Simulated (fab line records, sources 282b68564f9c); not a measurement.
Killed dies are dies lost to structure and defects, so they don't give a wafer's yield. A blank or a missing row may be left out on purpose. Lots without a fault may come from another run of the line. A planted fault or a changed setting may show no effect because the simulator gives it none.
Problem report in the 8D (eight disciplines) form, filled by code | flow rit_cmos | the parts of the form that need people (team, actions taken, sign-off) are left out

1. THE PROBLEM
developer_temp_C at RIT_NRETRO_DEVELOP_05 reads a mean of 23.95 C on 6 wafers of 2 lots; wafers without a fault read 23.01 C with a standard deviation of 0.11. That is +8.5 standard deviations from the usual mean.
The step: develop time 68 s.
First seen on wafer L572.1, day 5 19:00, on litho_track-03. The record holds 39 wafers of 13 lots with a number at this step. Rule for "out", or "out of limits": more than 4 standard deviations from the usual mean. The other wafers with a number count as sound.

2. WHAT IT IS AND WHAT IT IS NOT
question                    | is                     | is not
which readings at this step | developer_temp_C       | exhaust_pa
which lots                  | L572, L575             | L555, L556, L557, L558, L559, L560, L561, L562, L563, L564, L578
which wafers of those lots  | all that have a number | -
read on which tools         | litho_track-03         | litho_track-02, litho_track-04
when                        | from day 5 19:00       | up to then (30 sound wafers); but 3 sound wafers of L578 came after

3. SUSPECTS, AND WHAT RULES EACH OUT
Counting: a tool at a process step up to the reading stays a suspect if it ran every lot that is out and no sound lot after the first of them.
- litho_track-03 at RIT_NRETRO_DEVELOP_05 (develop time 68 s): kept. It ran every lot that is out, first L572 (day 5 19:00), and no sound lot after that; its last sound lot up to then is L560 (day 3 07:00). Its own readings are out on those wafers: developer_temp_C.
Left after counting: litho_track-03 at RIT_NRETRO_DEVELOP_05.

4. THE CAUSE (what the simulator had put in)
Process parameter drift: litho_track-03, from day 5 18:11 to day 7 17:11, at RIT_NRETRO_DEVELOP_05. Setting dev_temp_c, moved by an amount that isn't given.
Counting left only this tool.

5. THE CHAIN OF EFFECTS, in route order
Each row: a reading whose mean over the struck wafers that have a number lies more than 3 standard deviations from the usual. Only readings for which the record gives a usual standard deviation are gone through. hours: the time from each lot's start at the first step in this table that gives one to its start at this step, as a median over the lots. sigmas: the change in usual standard deviations.
hours | step                  | reading          | usual   | on struck wafers | change | sigmas
0     | RIT_NRETRO_DEVELOP_05 | developer_temp_C | 23.01 C | 23.95            | +0.94  | +8.5
The process steps in it:
- RIT_NRETRO_DEVELOP_05: develop time 68 s.

6. WHAT WOULD HAVE CAUGHT IT SOONER
In this record the first reading out of limits was taken at day 5 19:00, 1 hour after the fault began at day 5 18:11.
